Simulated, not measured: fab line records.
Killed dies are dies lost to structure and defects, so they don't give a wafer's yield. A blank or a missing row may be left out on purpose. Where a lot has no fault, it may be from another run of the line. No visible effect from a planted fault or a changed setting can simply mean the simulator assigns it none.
Split-lot trial / flow berkeleyCmos170 / route with 331 steps; 5 lots, 23 wafers read

== SPLIT DETAILS ==
At UCB170_FIELD_OXIDATION_01 (target thk 558.3 nm, ox time 7200 s), the setting oxTimeS was moved away from the recipe's 7200 s on 15 of the 23 wafers read, by -5.0% to +12.7%. For the rest of the wafers, this setting stayed at what the recipe calls for.

The reading comes from the split's own step.

== THE READING ==
SiO2_of_FIELD_OXIDATION_01.thkNm (the simulator's own value, which no gauge read), in nm, at UCB170_FIELD_OXIDATION_01 (target thk 558.3 nm, ox time 7200 s). There is no usual value for it anywhere in the file. Here, 8 wafers ran the recipe; their average is 558.5 nm with a standard deviation of 11 nm.

wafer=L079.1; tool, chamber at the split=-, -; oxTimeS as run, s=8116; against the recipe=+12.7%; SiO2_of_FIELD_OXIDATION_01.thkNm, nm=594.9; against lot-mates on the recipe=no lot-mate on the recipe
wafer=L079.2; tool, chamber at the split=-, -; oxTimeS as run, s=8116; against the recipe=+12.7%; SiO2_of_FIELD_OXIDATION_01.thkNm, nm=593; against lot-mates on the recipe=no lot-mate on the recipe
wafer=L079.4; tool, chamber at the split=-, -; oxTimeS as run, s=8116; against the recipe=+12.7%; SiO2_of_FIELD_OXIDATION_01.thkNm, nm=590.6; against lot-mates on the recipe=no lot-mate on the recipe
wafer=L079.5; tool, chamber at the split=-, -; oxTimeS as run, s=8116; against the recipe=+12.7%; SiO2_of_FIELD_OXIDATION_01.thkNm, nm=587.2; against lot-mates on the recipe=no lot-mate on the recipe
wafer=L079.6; tool, chamber at the split=-, -; oxTimeS as run, s=8116; against the recipe=+12.7%; SiO2_of_FIELD_OXIDATION_01.thkNm, nm=590.8; against lot-mates on the recipe=no lot-mate on the recipe
wafer=L080.1; tool, chamber at the split=-, -; oxTimeS as run, s=7200; against the recipe=recipe; SiO2_of_FIELD_OXIDATION_01.thkNm, nm=572.3; against lot-mates on the recipe=-
wafer=L080.2; tool, chamber at the split=-, -; oxTimeS as run, s=7200; against the recipe=recipe; SiO2_of_FIELD_OXIDATION_01.thkNm, nm=572.5; against lot-mates on the recipe=-
wafer=L080.3; tool, chamber at the split=-, -; oxTimeS as run, s=7200; against the recipe=recipe; SiO2_of_FIELD_OXIDATION_01.thkNm, nm=559.2; against lot-mates on the recipe=-
wafer=L080.5; tool, chamber at the split=-, -; oxTimeS as run, s=7200; against the recipe=recipe; SiO2_of_FIELD_OXIDATION_01.thkNm, nm=565.4; against lot-mates on the recipe=-
wafer=L080.6; tool, chamber at the split=-, -; oxTimeS as run, s=7200; against the recipe=recipe; SiO2_of_FIELD_OXIDATION_01.thkNm, nm=561.5; against lot-mates on the recipe=-
wafer=L083.1; tool, chamber at the split=-, -; oxTimeS as run, s=6837; against the recipe=-5.0%; SiO2_of_FIELD_OXIDATION_01.thkNm, nm=528.8; against lot-mates on the recipe=no lot-mate on the recipe
wafer=L083.2; tool, chamber at the split=-, -; oxTimeS as run, s=6837; against the recipe=-5.0%; SiO2_of_FIELD_OXIDATION_01.thkNm, nm=529.5; against lot-mates on the recipe=no lot-mate on the recipe
wafer=L083.4; tool, chamber at the split=-, -; oxTimeS as run, s=6837; against the recipe=-5.0%; SiO2_of_FIELD_OXIDATION_01.thkNm, nm=534.5; against lot-mates on the recipe=no lot-mate on the recipe
wafer=L083.5; tool, chamber at the split=-, -; oxTimeS as run, s=6837; against the recipe=-5.0%; SiO2_of_FIELD_OXIDATION_01.thkNm, nm=537.1; against lot-mates on the recipe=no lot-mate on the recipe
wafer=L083.6; tool, chamber at the split=-, -; oxTimeS as run, s=6837; against the recipe=-5.0%; SiO2_of_FIELD_OXIDATION_01.thkNm, nm=539; against lot-mates on the recipe=no lot-mate on the recipe
wafer=L085.1; tool, chamber at the split=furnace-04, 0; oxTimeS as run, s=7200; against the recipe=recipe; SiO2_of_FIELD_OXIDATION_01.thkNm, nm=547.1; against lot-mates on the recipe=-
wafer=L085.2; tool, chamber at the split=furnace-04, 0; oxTimeS as run, s=7200; against the recipe=recipe; SiO2_of_FIELD_OXIDATION_01.thkNm, nm=546.3; against lot-mates on the recipe=-
wafer=L085.6; tool, chamber at the split=furnace-04, 0; oxTimeS as run, s=7200; against the recipe=recipe; SiO2_of_FIELD_OXIDATION_01.thkNm, nm=543.4; against lot-mates on the recipe=-
wafer=L084.1; tool, chamber at the split=-, -; oxTimeS as run, s=7609; against the recipe=+5.7%; SiO2_of_FIELD_OXIDATION_01.thkNm, nm=584.6; against lot-mates on the recipe=no lot-mate on the recipe
wafer=L084.2; tool, chamber at the split=-, -; oxTimeS as run, s=7609; against the recipe=+5.7%; SiO2_of_FIELD_OXIDATION_01.thkNm, nm=589.2; against lot-mates on the recipe=no lot-mate on the recipe
wafer=L084.3; tool, chamber at the split=-, -; oxTimeS as run, s=7609; against the recipe=+5.7%; SiO2_of_FIELD_OXIDATION_01.thkNm, nm=594.8; against lot-mates on the recipe=no lot-mate on the recipe
wafer=L084.4; tool, chamber at the split=-, -; oxTimeS as run, s=7609; against the recipe=+5.7%; SiO2_of_FIELD_OXIDATION_01.thkNm, nm=589.1; against lot-mates on the recipe=no lot-mate on the recipe
wafer=L084.5; tool, chamber at the split=-, -; oxTimeS as run, s=7609; against the recipe=+5.7%; SiO2_of_FIELD_OXIDATION_01.thkNm, nm=595.3; against lot-mates on the recipe=no lot-mate on the recipe

THE FIT
A straight line over all 23 wafers: SiO2_of_FIELD_OXIDATION_01.thkNm changes by +3.36 nm for each +1% of oxTimeS; r = +0.89; the points scatter about the line by 11 nm.
Too few moved wafers with a lot-mate on the recipe to fit a line net of each lot's own level.

== THE FILE'S OWN FIT ==
SiO2_of_FIELD_OXIDATION_01.thkNm changes by +3.36 nm for each +1% of oxTimeS, r = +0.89.
